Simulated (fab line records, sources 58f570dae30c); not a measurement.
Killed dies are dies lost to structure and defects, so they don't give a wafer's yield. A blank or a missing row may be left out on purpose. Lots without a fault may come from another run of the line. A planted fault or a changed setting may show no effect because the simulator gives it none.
Chamber matching | flow berkeley_cmos170 | UCB170_V2_ETCH_14 on rie_diel-04: 4 sister chambers
The step etches SiO2 in CHF3/CF4/Ar, stops on Al, target depth 1250 nm, time 291 s. 22 wafers are shown with their chamber, then 11 later ones without.

WAFERS WITH THEIR CHAMBER
wafer  | chamber | throttle_valve_pct (%) | oes_product_au (a.u.) | rf_fwd_power_W (W)
L074.1 | 0       | 6.99                   | 0.873                 | 696.9
L074.3 | 1       | 7.12                   | 0.881                 | 700.5
L074.5 | 2       | 6.83                   | 0.864                 | 700.0
L078.1 | 3       | 7.14                   | 0.842                 | 692.4
L078.4 | 1       | 7.12                   | 0.883                 | 695.8
L078.5 | 1       | 7.12                   | 0.881                 | 694.4
L080.2 | 1       | 7.11                   | 0.885                 | 699.3
L080.4 | 2       | 6.82                   | 0.862                 | 699.3
L080.6 | 3       | 7.15                   | 0.846                 | 694.5
L081.2 | 1       | 7.11                   | 0.882                 | 699.1
L081.4 | 1       | 7.12                   | 0.878                 | 698.1
L081.5 | 2       | 6.83                   | 0.871                 | 694.5
L085.1 | 2       | 6.84                   | 0.870                 | 698.1
L085.2 | 1       | 7.12                   | 0.886                 | 700.0
L085.6 | 1       | 7.12                   | 0.879                 | 698.3
L084.1 | 3       | 7.13                   | 0.853                 | 696.8
L084.2 | 1       | 7.10                   | 0.884                 | 698.7
L084.5 | 2       | 6.83                   | 0.872                 | 698.2
L087.1 | 1       | 7.11                   | 0.872                 | 698.9
L087.2 | 2       | 6.84                   | 0.867                 | 698.0
L087.4 | 0       | 6.98                   | 0.860                 | 701.5
L092.1 | 3       | 7.12                   | 0.851                 | 695.7

SIGNATURES (means of the wafers above)
reading            | chamber 0 | chamber 1 | chamber 2 | chamber 3 | scatter within a chamber
throttle_valve_pct | 6.9850    | 7.1150    | 6.8317    | 7.1350    | 0.00844
oes_product_au     | 0.86650   | 0.88110   | 0.86767   | 0.84800   | 0.00465
rf_fwd_power_W     | 699.200   | 698.310   | 698.017   | 694.850   | 1.98
Rule: a wafer's distance from a chamber is the root of the sum, over the readings, of the square of ((its reading less the chamber's mean) divided by the reading's scatter). The wafer belongs to the nearest chamber; if the next one is less than 2 further off, it can't be placed. The scatter: the root of (the sum of the squares of (reading less its chamber's mean) over the shown wafers, divided by (wafers less chambers)).

WAFERS WITHOUT THEIR CHAMBER
wafer  | throttle_valve_pct (%) | oes_product_au (a.u.) | rf_fwd_power_W (W)
L092.3 | 6.96                   | 0.858                 | 699.7
L092.4 | 6.81                   | 0.862                 | 697.8
L096.3 | 7.12                   | 0.886                 | 699.5
L096.4 | 7.15                   | 0.839                 | 696.7
L096.6 | 7.14                   | 0.839                 | 696.3
L094.2 | 6.99                   | 0.856                 | 698.5
L094.4 | 7.12                   | 0.853                 | 696.6
L094.6 | 7.13                   | 0.886                 | 699.8
L097.2 | 6.97                   | 0.870                 | 703.8
L097.4 | 7.13                   | 0.845                 | 696.8
L097.6 | 7.13                   | 0.837                 | 696.0

WHICH CHAMBER EACH WENT THROUGH
wafer  | from the rows above | in truth
L092.3 | 0                   | 0
L092.4 | 2                   | 2
L096.3 | 1                   | 1
L096.4 | 3                   | 3
L096.6 | 3                   | 3
L094.2 | 0                   | 0
L094.4 | 3                   | 3
L094.6 | 1                   | 1
L097.2 | 0                   | 0
L097.4 | 3                   | 3
L097.6 | 3                   | 3
Placed correctly: 11 of 11. Can't be placed from these rows: 0. Placed wrongly: 0.
